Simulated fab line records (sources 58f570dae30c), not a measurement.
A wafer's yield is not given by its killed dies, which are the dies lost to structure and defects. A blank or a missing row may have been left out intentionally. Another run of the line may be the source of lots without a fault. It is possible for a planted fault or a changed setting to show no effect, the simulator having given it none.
Which tool did it?	flow berkeleyCmos170	7 lots, 21 wafers sampled, at 3 steps of a route of 331

WHAT EACH GAUGE READ, for each wafer
UCB170_NLDD_TW_MEAS_11.
lot	measured	on	NLDD_TW
L729	day 8 05:29	filmMetro-02	2229 2215 2222
L731	day 8 15:17	filmMetro-01	2251 2242 2245
L736	day 9 14:13	filmMetro-01	2241 2246 2223
L739	day 10 05:13	filmMetro-01	2240 2244 2233
L743	day 10 18:59	filmMetro-03	2328 2315 2329
L747	day 11 09:28	filmMetro-03	2318 2325 2318
L750	day 12 09:17	filmMetro-01	2246 2237 2240

TOOL THAT RAN EACH LOT (tool first, then ch and the chambers of the sampled wafers, then the start)
lot	UCB170_PVT_STRIP_08	UCB170_NLDD_IMPLANT_09
L729	plasmaAsher-01 ch 0,1, day 7 08:52	implanter-04 ch 0, day 8 05:14
L731	plasmaAsher-01 ch 0,1, day 7 18:07	implanter-03 ch 0, day 8 15:04
L736	plasmaAsher-04 ch 0,1, day 8 15:44	implanter-03 ch 0, day 9 13:58
L739	plasmaAsher-01 ch 0,1, day 9 12:38	implanter-03 ch 0, day 10 04:59
L743	plasmaAsher-03 ch 0,1, day 9 18:43	implanter-01 ch 0, day 10 18:44
L747	plasmaAsher-03 ch 0,1, day 10 11:06	implanter-01 ch 0, day 11 09:13
L750	plasmaAsher-03 ch 0,1, day 11 12:20	implanter-04 ch 0, day 12 09:03
- UCB170_PVT_STRIP_08: strips in O2.
- UCB170_NLDD_IMPLANT_09

THE ANSWER, worked out from the rows above alone
Rule: what is usual is taken from the lots themselves. Put in order of their means at a reading, lots are off if they are a third of the lots or fewer, leave a main group of 4 or more, and stand apart from it by a gap of 3 or more times the standard deviation of the main group's means; of several such gaps the widest counts. A main group whose means are all the same, to the digits that the tables above print for the reading, isn't used. Also off: a lot with no number at a reading for which 4 or more lots have one. The other lots that the step has rows for count as sound.
Off: L743, L747, at UCB170_NLDD_TW_MEAS_11 (NLDD_TW). Mean 2237 and standard deviation 8.1 in the main group.
A tool fits if, at a process step before that reading, it ran every lot that is off, and no sound lot after the first of them. The gauges at UCB170_NLDD_TW_MEAS_11 are tried like those tools. Can't be told from this: 2 tools fit, implanter-01 at UCB170_NLDD_IMPLANT_09, filmMetro-03 at UCB170_NLDD_TW_MEAS_11.

WHAT THE SIMULATOR PUT IN
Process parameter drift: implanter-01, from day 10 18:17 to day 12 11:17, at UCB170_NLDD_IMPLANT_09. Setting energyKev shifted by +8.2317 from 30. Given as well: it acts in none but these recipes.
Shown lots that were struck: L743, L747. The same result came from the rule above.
